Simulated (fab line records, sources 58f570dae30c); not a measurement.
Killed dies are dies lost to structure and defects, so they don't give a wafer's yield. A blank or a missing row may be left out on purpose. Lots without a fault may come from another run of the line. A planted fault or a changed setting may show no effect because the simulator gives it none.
One fault seen from 2 desks | flow berkeley_cmos170 | each desk has only its own numbers; what lay behind them comes last

THE METROLOGY DESK
What the gauges read, lot by lot, whatever tool the lot ran on: means of the sampled wafers that have a number. A lot is out of limits, marked OUT, if its mean lies more than 4 standard deviations from the usual mean; the brackets give that distance.
Columns: A = PSD_TW at UCB170_PSD_TW_MEAS_10, usual 2320; B = cd_nm at UCB170_NSD_CD_MEAS_06, usual 1200.2 nm; C = NSD_OVL at UCB170_NSD_OVL_MEAS_07, usual 2 nm
lot  | first seen here | A    | B      | C
L350 | day 7 08:37     | 2327 | 1201.8 | 7
L351 | day 7 21:03     | 2326 | 1201.5 | 5
L365 | day 10 20:54    | 2310 | 1197.7 | 6
L369 | day 11 06:09    | 2316 | 1199.3 | 6
L368 | day 11 06:53    | 2317 | 1198.0 | -2
L370 | day 11 13:03    | 2315 | 1201.6 | 5
This desk's finding: nothing out of limits on any of the 6 lots.

THE TOOL OWNER'S DESK: implanter-03
The tool's own readings at UCB170_NSD_IMPLANT_08: means of the sampled wafers that have a number, for each lot that ran on this tool. A lot is out of limits, marked OUT, if its mean lies more than 4 standard deviations from the usual mean; the brackets give that distance.
Columns: A = tilt_deg at UCB170_NSD_IMPLANT_08, usual 7.000 degrees
lot  | first seen here | A
L351 | day 8 00:01     | 6.982
L365 | day 10 22:53    | 6.633 (-17) OUT
L368 | day 11 09:08    | 6.582 (-19) OUT
This desk's finding: out of limits on L365, L368; first on L365, day 10 22:53 (tilt_deg at UCB170_NSD_IMPLANT_08). In limits: L351.

PUT TOGETHER
The tool owner's desk could have raised an alarm at day 10 22:53, on L365, L368.
The metrology desk saw nothing out of limits.
The metrology desk has L365, L368 on record, within its limits.
Of the lots named, all ran UCB170_NSD_IMPLANT_08 on implanter-03.

WHAT THE SIMULATOR HAD PUT IN
Process parameter drift: implanter-03, from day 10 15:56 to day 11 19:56, at UCB170_NSD_IMPLANT_08. Setting tilt_deg, moved by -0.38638, from 7. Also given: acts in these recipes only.
Lots struck among those shown: L365, L368.
Hours from the fault's start to each desk's first reading out of limits: the tool owner's desk, 7.
